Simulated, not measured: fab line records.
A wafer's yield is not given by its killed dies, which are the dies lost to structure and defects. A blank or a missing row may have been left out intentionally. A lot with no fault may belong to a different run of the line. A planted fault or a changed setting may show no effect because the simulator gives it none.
fab line records	flow rit_cmos	part 1 of 2: steps 1 to 35 of 49
record lots=5	wafers=15	last_day=6
route steps=202 shown NLDD@105 PLDD@114 SPACER@125 NSD@131 PSD@142 SDANNEAL@153
lots with no fault: from the same line, run without faults
start_h: hours from the record's opening day to when the first of the lot's shown wafers began	wait_h: how many hours have passed since the lot's step before this one	" same as the row above	L1.1+2: a row that stands for several wafers	- no value, or no start given	* or withheld: withheld	< > ~ a bound
route shown NAME@n: a module of which the file shows steps, and the number in the route of the first	usual: mean and standard deviation over wafers with no fault	same: alike in all rows	chamber/n: place in a boat	sites: the reading at each site	_std_site: standard deviation of those values	_edge_site: inner sites' mean taken away from outer sites' mean	radius_mm: how far each site lies from the wafer's centre	mask NAME#n: copy n	behind: the last tool/chamber to shape the wafer	hold: why the lot went on hold/how many hours it stayed there/how the hold came to an end	device: the transistor (n, p or np) that didn't switch	end of line: tests of these same wafers at the route's end	a step with no rows: only its recipe	killed: not the wafer's yield, but the dies lost to structure and defects at the first sort	map: per-die view of a wafer (x killed, . not killed, _ where there is no die)
set.NAME: the setting that was run; set.NAME@STEP: the one run at that earlier step	model.NAME: the simulator's own value behind a step, which no gauge read
lots seen at some steps along the route; tables by step, rows by wafer
services: a tool's chamber out of use, with start hour (start_h, from the record's first day; less than 0 if before it), hours out, and reason
## steps
# step RIT_NLDD_SOFTBAKE_02
# recipe resist=NOVOLAK	temp_c=90	time_s=60
lot.wafer	tool	chamber	start_h	wait_h
L078.3+4+5	litho_track-02	0	72.98	0.1
L086.1+2+6	litho_track-03	0	103.19	0.1
L088.3+4+5	litho_track-04	0	113.12	0.1
L089.4+5+6	litho_track-03	0	120.06	0.1
L090.1+4+6	litho_track-02	0	124.09	0.1
# step RIT_NLDD_EXPOSE_03
# recipe mask_id=M7	na=0.57	target_cd_nm=40700	dose_mj=250
lot.wafer	tool	chamber	start_h	wait_h	mask
L078.3+4+5	iline_stepper-01	0	73.31	0.3	M7#0
L086.1+2+6	iline_stepper-02	0	103.34	0.1	M7#0
L088.3+4+5	iline_stepper-02	0	113.26	0.1	M7#0
L089.4+5+6	iline_stepper-02	0	120.19	0.1	M7#0
L090.1+4+6	iline_stepper-01	0	124.37	0.2	M7#0
# step RIT_NLDD_PEB_04
# recipe resist=NOVOLAK	temp_c=withheld	time_s=withheld
lot.wafer	tool	chamber	start_h	wait_h
L078.3+4+5	litho_track-02	0	73.47	0.1
L086.1+2+6	litho_track-03	0	103.45	0.1
L088.3+4+5	litho_track-03	0	113.38	0.1
L089.4+5+6	litho_track-03	0	120.33	0.1
L090.1+4+6	litho_track-02	0	124.49	0.1
# step RIT_NLDD_DEVELOP_05
# recipe resist=NOVOLAK	develop_time_s=50	dev_temp_c=23
# same develop_time_s=50
lot.wafer	tool	chamber	start_h	wait_h
L078.3+4+5	litho_track-02	0	-	-
L086.1+2+6	litho_track-03	0	-	-
L088.3+4+5	litho_track-03	0	-	-
L089.4+5+6	litho_track-03	0	-	-
L090.1+4+6	litho_track-02	0	-	-
# step RIT_NLDD_OVL_MEAS_06
# usual NLDD_OVL=0.5/1.2
lot.wafer	tool	chamber	start_h	wait_h	NLDD_OVL[nm]
L078.3	overlay-02	-	73.72	-	0.1
L078.4	"	-	"	"	0.9
L078.5	"	-	"	"	2.2
L086.1	overlay-02	-	103.74	-	0.7
L086.2	"	-	"	"	0.5
L086.6	"	-	"	"	-1.7
L088.3	overlay-01	-	113.63	-	0.7
L088.4	"	-	"	"	1.5
L088.5	"	-	"	"	-1.3
L089.4	overlay-02	-	120.55	-	1.9
L089.5	"	-	"	"	0.7
L089.6	"	-	"	"	1.5
L090.1	overlay-01	-	124.77	-	1.0
L090.4	"	-	"	"	-0.6
L090.6	"	-	"	"	1.5
# step RIT_NLDD_HARDBAKE_07
# recipe resist=NOVOLAK	temp_c=140	time_s=60
lot.wafer	tool	chamber	start_h	wait_h
L078.3+4+5	litho_track-04	0	73.79	0.1
L086.1+2+6	litho_track-04	0	103.77	0.0
L088.3+4+5	litho_track-02	0	113.70	0.1
L089.4+5+6	litho_track-03	0	120.64	0.1
L090.1+4+6	litho_track-02	0	124.81	0.0
# step RIT_NLDD_IMPLANT_08
# recipe species=P	energy_kev=20	dose_cm2=5e+14	tilt_deg=7
lot.wafer	tool	chamber	start_h	wait_h
L078.3+4+5	implanter-02	0	73.94	0.1
L086.1+2+6	implanter-04	0	103.92	0.1
L088.3+4+5	implanter-01	0	113.85	0.1
L089.4+5+6	implanter-04	0	120.79	0.1
L090.1+4+6	implanter-01	0	124.96	0.1
# step RIT_NLDD_STRIP_09
# recipe chemistry=O2	time_s=180	resist=NOVOLAK	platen_temp_c=withheld	power_w=500	pressure_mtorr=4000	o2_flow_sccm=4000
# usual drypump_motor_current_A=5.87/0.26
lot.wafer	tool	chamber	start_h	wait_h	drypump_motor_current_A	rf_hours_counter_h
L078.3	plasma_asher-04	0	74.10	0.1	6.16	-
L078.4	"	1	"	"	6.28	-
L078.5	"	0	"	"	6.17	-
L086.1	plasma_asher-04	1	104.07	0.1	6.31	46
L086.2	"	0	"	"	6.15	46
L086.6	"	1	"	"	6.29	-
L088.3	plasma_asher-02	1	114.01	0.1	5.62	-
L088.4	"	0	"	"	5.50	-
L088.5	"	1	"	"	5.62	-
L089.4	plasma_asher-02	0	120.93	0.1	5.50	-
L089.5	"	1	"	"	5.65	-
L089.6	"	0	"	"	5.53	-
L090.1	plasma_asher-03	1	125.11	0.1	5.91	1
L090.4	"	1	"	"	5.92	-
L090.6	"	1	"	"	5.89	-
# step RIT_NLDD_TW_MEAS_10
# usual NLDD_TW=2482/22
lot.wafer	tool	chamber	start_h	wait_h	NLDD_TW
L078.3	film_metro-04	-	74.24	0.1	2475
L078.4	"	-	"	"	2478
L078.5	"	-	"	"	2480
L086.1	film_metro-04	-	104.25	0.1	2448
L086.2	"	-	"	"	2447
L086.6	"	-	"	"	2448
L088.3	film_metro-04	-	114.15	0.1	2461
L088.4	"	-	"	"	2464
L088.5	"	-	"	"	2468
L089.4	film_metro-04	-	121.07	0.1	2474
L089.5	"	-	"	"	2475
L089.6	"	-	"	"	2471
L090.1	film_metro-03	-	125.28	0.1	2528
L090.4	"	-	"	"	2520
L090.6	"	-	"	"	2507
# step RIT_PLDD_HMDS_00
# recipe prime_time_s=60	prime_temp_c=140
lot.wafer	tool	chamber	start_h	wait_h
L078.3+4+5	litho_track-04	0	74.33	0.1
L086.1+2+6	litho_track-04	0	104.31	0.1
L088.3+4+5	litho_track-01	0	114.24	0.1
L089.4+5+6	litho_track-03	0	121.18	0.1
L090.1+4+6	litho_track-01	0	125.36	0.1
# step RIT_PLDD_COAT_01
# recipe resist=NOVOLAK	spin_rpm=3250	resist_thk_nm=1000
# usual spin_speed_rpm=3250.1/2.4
lot.wafer	tool	chamber	start_h	wait_h	spin_speed_rpm
L078.3	litho_track-04	0	74.48	0.1	3251.0
L078.4	"	0	"	"	3249.7
L078.5	"	0	"	"	3252.2
L086.1	litho_track-04	0	104.46	0.1	3248.2
L086.2	"	0	"	"	3249.5
L086.6	"	0	"	"	3251.3
L088.3	litho_track-01	0	114.39	0.1	3249.0
L088.4	"	0	"	"	3250.1
L088.5	"	0	"	"	3249.8
L089.4	litho_track-03	0	121.33	0.1	3248.5
L089.5	"	0	"	"	3249.9
L089.6	"	0	"	"	3251.2
L090.1	litho_track-01	0	125.51	0.1	3251.2
L090.4	"	0	"	"	3251.5
L090.6	"	0	"	"	3246.6
# step RIT_PLDD_SOFTBAKE_02
# recipe resist=NOVOLAK	temp_c=90	time_s=60
lot.wafer	tool	chamber	start_h	wait_h
L078.3+4+5	litho_track-04	0	74.63	0.1
L086.1+2+6	litho_track-04	0	104.61	0.1
L088.3+4+5	litho_track-01	0	114.54	0.1
L089.4+5+6	litho_track-03	0	121.48	0.1
L090.1+4+6	litho_track-01	0	125.66	0.1
# step RIT_PLDD_EXPOSE_03
# recipe mask_id=M8	na=0.57	target_cd_nm=40900	dose_mj=250
lot.wafer	tool	chamber	start_h	wait_h	mask
L078.3+4+5	iline_stepper-01	0	74.95	0.3	M8#0
L086.1+2+6	iline_stepper-01	0	104.88	0.2	M8#0
L088.3+4+5	iline_stepper-02	0	114.80	0.2	M8#0
L089.4+5+6	iline_stepper-02	0	121.61	0.1	M8#0
L090.1+4+6	iline_stepper-02	0	125.81	0.1	M8#0
# step RIT_PLDD_PEB_04
# recipe resist=NOVOLAK	temp_c=withheld	time_s=withheld
lot.wafer	tool	chamber	start_h	wait_h
L078.3+4+5	litho_track-03	0	75.08	0.1
L086.1+2+6	litho_track-04	0	105.00	0.1
L088.3+4+5	litho_track-04	0	114.93	0.1
L089.4+5+6	litho_track-01	0	121.75	0.1
L090.1+4+6	litho_track-04	0	125.92	0.1
# step RIT_PLDD_DEVELOP_05
# recipe resist=NOVOLAK	develop_time_s=50	dev_temp_c=23
# same develop_time_s=50
lot.wafer	tool	chamber	start_h	wait_h
L078.3+4+5	litho_track-03	0	-	-
L086.1+2+6	litho_track-04	0	-	-
L088.3+4+5	litho_track-04	0	-	-
L089.4+5+6	litho_track-01	0	-	-
L090.1+4+6	litho_track-04	0	-	-
# step RIT_PLDD_OVL_MEAS_06
# usual PLDD_OVL=0.6/1.4
lot.wafer	tool	chamber	start_h	wait_h	PLDD_OVL[nm]
L078.3	overlay-01	-	75.33	-	-0.7
L078.4	"	-	"	"	-0.2
L078.5	"	-	"	"	-1.1
L086.1	overlay-02	-	105.28	-	1.7
L086.2	"	-	"	"	-1.0
L086.6	"	-	"	"	-0.4
L088.3	overlay-01	-	115.17	-	1.9
L088.4	"	-	"	"	0.5
L088.5	"	-	"	"	1.2
L089.4	overlay-01	-	121.97	-	3.1
L089.5	"	-	"	"	2.1
L089.6	"	-	"	"	2.1
L090.1	overlay-02	-	126.21	-	0.1
L090.4	"	-	"	"	3.1
L090.6	"	-	"	"	-1.2
# step RIT_PLDD_HARDBAKE_07
# recipe resist=NOVOLAK	temp_c=140	time_s=60
lot.wafer	tool	chamber	start_h	wait_h
L078.3+4+5	litho_track-01	0	75.40	0.1
L086.1+2+6	litho_track-03	0	105.32	0.0
L088.3+4+5	litho_track-03	0	115.25	0.1
L089.4+5+6	litho_track-03	0	122.07	0.1
L090.1+4+6	litho_track-01	0	126.24	0.0
# step RIT_PLDD_IMPLANT_08
# recipe species=BF2	energy_kev=20	dose_cm2=9e+14	tilt_deg=7
lot.wafer	tool	chamber	start_h	wait_h
L078.3+4+5	implanter-02	0	75.55	0.1
L086.1+2+6	implanter-04	0	105.47	0.1
L088.3+4+5	implanter-03	0	115.40	0.1
L089.4+5+6	implanter-02	0	122.22	0.1
L090.1+4+6	implanter-04	0	126.39	0.1
# step RIT_PLDD_STRIP_09
# recipe chemistry=O2	time_s=180	resist=NOVOLAK	platen_temp_c=withheld	power_w=500	pressure_mtorr=4000	o2_flow_sccm=4000
# usual drypump_motor_current_A=5.7/0.46
lot.wafer	tool	chamber	start_h	wait_h	drypump_motor_current_A	rf_hours_counter_h
L078.3	plasma_asher-02	1	75.71	0.1	5.6	-
L078.4	"	0	"	"	5.5	-
L078.5	"	0	"	"	5.5	-
L086.1	plasma_asher-04	1	105.62	0.1	6.3	46
L086.2	"	0	"	"	6.2	46
L086.6	"	0	"	"	6.2	-
L088.3	plasma_asher-01	0	115.56	0.1	5.5	-
L088.4	"	1	"	"	5.0	-
L088.5	"	0	"	"	5.5	-
L089.4	plasma_asher-01	1	122.35	0.1	5.0	-
L089.5	"	0	"	"	5.5	-
L089.6	"	1	"	"	5.0	-
L090.1	plasma_asher-01	0	126.54	0.1	5.6	34
L090.4	"	0	"	"	5.5	-
L090.6	"	1	"	"	5.0	-
# step RIT_PLDD_TW_MEAS_10
# usual PLDD_TW=2349/23
lot.wafer	tool	chamber	start_h	wait_h	PLDD_TW
L078.3	film_metro-04	-	75.84	0.1	2321
L078.4	"	-	"	"	2325
L078.5	"	-	"	"	2307
L086.1	film_metro-03	-	105.79	0.1	2357
L086.2	"	-	"	"	2354
L086.6	"	-	"	"	2362
L088.3	film_metro-04	-	115.69	0.1	2314
L088.4	"	-	"	"	2305
L088.5	"	-	"	"	2308
L089.4	film_metro-03	-	122.50	0.1	2375
L089.5	"	-	"	"	2372
L089.6	"	-	"	"	2365
L090.1	film_metro-04	-	126.72	0.1	2333
L090.4	"	-	"	"	2333
L090.6	"	-	"	"	2332
# step RIT_SPACER_CLEAN_00
# recipe chemistry=SC1	mix=3:3:50	time_s=600	temp_c=75
# usual temp_c=74.98/0.12
lot.wafer	tool	chamber	start_h	wait_h	temp_c
L078.3	wet_bench-02	2	75.88	0.0	75.05
L078.4	"	2	"	"	74.95
L078.5	"	2	"	"	75.09
L086.1	wet_bench-01	3	105.85	0.1	75.29
L086.2	"	3	"	"	75.33
L086.6	"	3	"	"	75.17
L088.3	wet_bench-02	3	115.73	0.0	74.99
L088.4	"	3	"	"	74.97
L088.5	"	3	"	"	75.11
L089.4	wet_bench-01	3	122.53	0.0	74.92
L089.5	"	3	"	"	74.94
L089.6	"	3	"	"	74.82
L090.1	wet_bench-02	2	126.78	0.1	75.02
L090.4	"	2	"	"	75.01
L090.6	"	2	"	"	74.82
# step RIT_SPACER_CLEAN_01
# recipe chemistry=dHF	dilution=50:1	time_s=30
lot.wafer	tool	chamber	start_h	wait_h
L078.3+4+5	wet_bench-01	1	76.06	0.0
L086.1+2+6	wet_bench-01	1	106.03	0.0
L088.3+4+5	wet_bench-01	0	115.91	0.0
L089.4+5+6	wet_bench-03	1	122.70	0.0
L090.1+4+6	wet_bench-03	0	126.95	0.0
# step RIT_SPACER_CLEAN_02
# recipe chemistry=SC2	mix=3:3:50	time_s=600	temp_c=75	dry=n2_spin
# usual temp_c=75.02/0.12
lot.wafer	tool	chamber	start_h	wait_h	temp_c
L078.3	wet_bench-03	2	76.09	0.0	75.20
L078.4	"	2	"	"	75.07
L078.5	"	2	"	"	74.97
L086.1	wet_bench-01	0	106.04	0.0	75.00
L086.2	"	0	"	"	75.09
L086.6	"	0	"	"	75.11
L088.3	wet_bench-03	3	115.93	0.0	74.96
L088.4	"	3	"	"	75.05
L088.5	"	3	"	"	75.04
L089.4	wet_bench-02	2	122.72	0.0	75.12
L089.5	"	2	"	"	75.10
L089.6	"	2	"	"	75.02
L090.1	wet_bench-02	2	126.97	0.0	74.95
L090.4	"	2	"	"	74.93
L090.6	"	2	"	"	75.21
# step RIT_SPACER_CVD_03
# recipe material=Si3N4	target_thk_nm=250	temp_c=810	precursor=SiH2Cl2/NH3	time_s=3300	pressure_mtorr=300	sih2cl2_flow_sccm=60	nh3_flow_sccm=150
# usual zone_power_source_pct=19.6/1.1
lot.wafer	tool	chamber	start_h	wait_h	zone_power_source_pct
L078.3	lpcvd-02	1	76.91	0.6	20.9
L078.4	"	1	"	"	20.9
L078.5	"	1	"	"	20.8
L086.1	lpcvd-01	1	106.22	0.0	20.6
L086.2	"	1	"	"	20.2
L086.6	"	1	"	"	20.5
L088.3	lpcvd-02	0	116.12	0.0	18.2
L088.4	"	0	"	"	18.5
L088.5	"	0	"	"	18.5
L089.4	lpcvd-02	1	122.89	0.0	20.8
L089.5	"	1	"	"	20.6
L089.6	"	1	"	"	21.0
L090.1	lpcvd-02	1	127.14	0.0	20.8
L090.4	"	1	"	"	20.6
L090.6	"	1	"	"	20.7
# step RIT_SPACER_THK_MEAS_04
# recipe reads=Si3N4_of_SPACER_CVD_03
# usual SPACER_NITRIDE_THK=249.4/2.3
lot.wafer	tool	chamber	start_h	wait_h	SPACER_NITRIDE_THK[nm]
L078.3	film_metro-02	-	78.85	0.0	243.4
L078.4	"	-	"	"	245.9
L078.5	"	-	"	"	245.7
L086.1	film_metro-01	-	108.14	0.0	251.8
L086.2	"	-	"	"	253.8
L086.6	"	-	"	"	250.9
L088.3	film_metro-03	-	118.05	0.0	250.3
L088.4	"	-	"	"	249.2
L088.5	"	-	"	"	249.7
L089.4	film_metro-02	-	124.84	0.0	249.2
L089.5	"	-	"	"	248.8
L089.6	"	-	"	"	248.5
L090.1	film_metro-01	-	129.06	0.0	251.4
L090.4	"	-	"	"	250.7
L090.6	"	-	"	"	253.1
# step RIT_SPACER_ETCHBACK_05
# recipe target_depth_a=2500	SF6_flow_sccm=30	CHF3_flow_sccm=30	target=Si3N4	chemistry=SF6/CHF3	pressure_mtorr=40	rf_w=250	time_s=240	stop_on=SiO2
# usual SF6_flow_sccm=30.01/0.08	drypump_motor_current_A=5.9/0.49	oes_product_au=0.841/0.013	throttle_valve_pct=10.32/0.11
lot.wafer	tool	chamber	start_h	wait_h	SF6_flow_sccm	drypump_motor_current_A	oes_product_au	rf_hours_counter_h	throttle_valve_pct
L078.3	rie_diel-03	3	78.89	0.0	29.85	4.9	0.826	140	10.23
L078.4	"	0	"	"	29.99	5.9	0.823	61	10.43
L078.5	"	2	"	"	29.90	6.5	0.843	-	10.31
L086.1	rie_diel-02	1	108.20	0.1	30.01	5.8	0.826	8	10.10
L086.2	"	0	"	"	29.97	5.3	0.846	37	10.34
L086.6	"	3	"	"	30.09	5.8	0.858	-	10.39
L088.3	rie_diel-02	3	118.09	0.0	30.07	5.8	0.848	76	10.37
L088.4	"	1	"	"	29.94	5.8	0.812	9	10.11
L088.5	"	3	"	"	30.00	5.8	0.863	-	10.37
L089.4	rie_diel-03	2	124.87	0.0	30.08	6.6	0.842	66	10.31
L089.5	"	0	"	"	30.01	5.9	0.837	-	10.44
L089.6	"	3	"	"	29.88	4.9	0.845	-	10.22
L090.1	rie_diel-04	2	129.12	0.1	30.05	6.2	0.843	10	10.20
L090.4	"	3	"	"	29.96	6.2	0.859	3	10.43
L090.6	"	0	"	"	29.90	6.0	0.847	-	10.32
# step RIT_NSD_HMDS_00
# recipe prime_time_s=60	prime_temp_c=140
lot.wafer	tool	chamber	start_h	wait_h
L078.3+4+5	litho_track-01	0	79.51	0.6
L086.1+2+6	litho_track-01	0	108.35	0.1
L088.3+4+5	litho_track-02	0	118.29	0.1
L089.4+5+6	litho_track-04	0	125.09	0.1
L090.1+4+6	litho_track-02	0	129.27	0.1
# step RIT_NSD_COAT_01
# recipe resist=NOVOLAK	spin_rpm=3250	resist_thk_nm=1000
# usual spin_speed_rpm=3250.1/2.1
lot.wafer	tool	chamber	start_h	wait_h	spin_speed_rpm
L078.3	litho_track-01	0	79.66	0.1	3248.4
L078.4	"	0	"	"	3255.3
L078.5	"	0	"	"	3251.2
L086.1	litho_track-01	0	108.50	0.1	3248.4
L086.2	"	0	"	"	3249.7
L086.6	"	0	"	"	3250.5
L088.3	litho_track-02	0	118.44	0.1	3253.4
L088.4	"	0	"	"	3253.4
L088.5	"	0	"	"	3252.2
L089.4	litho_track-04	0	125.24	0.1	3248.9
L089.5	"	0	"	"	3250.3
L089.6	"	0	"	"	3250.9
L090.1	litho_track-02	0	129.42	0.1	3249.6
L090.4	"	0	"	"	3252.9
L090.6	"	0	"	"	3250.1
# step RIT_NSD_SOFTBAKE_02
# recipe resist=NOVOLAK	temp_c=90	time_s=60
lot.wafer	tool	chamber	start_h	wait_h
L078.3+4+5	litho_track-01	0	79.81	0.1
L086.1+2+6	litho_track-01	0	108.65	0.1
L088.3+4+5	litho_track-02	0	118.59	0.1
L089.4+5+6	litho_track-04	0	125.39	0.1
L090.1+4+6	litho_track-02	0	129.57	0.1
# step RIT_NSD_EXPOSE_03
# recipe mask_id=M9	na=0.57	target_cd_nm=40700	dose_mj=250
lot.wafer	tool	chamber	start_h	wait_h	mask
L078.3+4+5	iline_stepper-02	0	80.08	0.2	M9#0
L086.1+2+6	iline_stepper-02	0	108.92	0.2	M9#0
L088.3+4+5	iline_stepper-01	0	118.73	0.1	M9#0
L089.4+5+6	iline_stepper-02	0	125.65	0.2	M9#0
L090.1+4+6	iline_stepper-01	0	129.85	0.2	M9#0
# step RIT_NSD_PEB_04
# recipe resist=NOVOLAK	temp_c=withheld	time_s=withheld
lot.wafer	tool	chamber	start_h	wait_h
L078.3+4+5	litho_track-01	0	80.21	0.1
L086.1+2+6	litho_track-04	0	109.04	0.1
L088.3+4+5	litho_track-04	0	118.86	0.1
L089.4+5+6	litho_track-02	0	125.79	0.1
L090.1+4+6	litho_track-02	0	129.96	0.1
# step RIT_NSD_DEVELOP_05
# recipe resist=NOVOLAK	develop_time_s=50	dev_temp_c=23
# same develop_time_s=50
lot.wafer	tool	chamber	start_h	wait_h
L078.3+4+5	litho_track-01	0	-	-
L086.1+2+6	litho_track-04	0	-	-
L088.3+4+5	litho_track-04	0	-	-
L089.4+5+6	litho_track-02	0	-	-
L090.1+4+6	litho_track-02	0	-	-
# step RIT_NSD_OVL_MEAS_06
# usual NSD_OVL=0.4/1.4
lot.wafer	tool	chamber	start_h	wait_h	NSD_OVL[nm]
L078.3	overlay-02	-	80.45	-	0.8
L078.4	"	-	"	"	1.3
L078.5	"	-	"	"	0.8
L086.1	overlay-02	-	109.33	-	1.6
L086.2	"	-	"	"	0.7
L086.6	"	-	"	"	0.4
L088.3	overlay-01	-	119.10	-	3.2
L088.4	"	-	"	"	-1.2
L088.5	"	-	"	"	3.0
L089.4	overlay-01	-	126.01	-	-0.7
L089.5	"	-	"	"	0.2
L089.6	"	-	"	"	0.5
L090.1	overlay-01	-	130.25	-	1.9
L090.4	"	-	"	"	1.6
L090.6	"	-	"	"	-0.4
# step RIT_NSD_HARDBAKE_07
# recipe resist=NOVOLAK	temp_c=140	time_s=60
lot.wafer	tool	chamber	start_h	wait_h
L078.3+4+5	litho_track-01	0	80.53	0.1
L086.1+2+6	litho_track-02	0	109.36	0.0
L088.3+4+5	litho_track-02	0	119.18	0.1
L089.4+5+6	litho_track-01	0	126.10	0.1
L090.1+4+6	litho_track-01	0	130.36	0.1
# step RIT_NSD_IMPLANT_08
# recipe species=P	energy_kev=25	dose_cm2=1e+15	tilt_deg=7
lot.wafer	tool	chamber	start_h	wait_h
L078.3+4+5	implanter-04	0	80.68	0.1
L086.1+2+6	implanter-01	0	109.51	0.1
L088.3+4+5	implanter-01	0	119.33	0.1
L089.4+5+6	implanter-03	0	126.25	0.1
L090.1+4+6	implanter-04	0	130.51	0.1
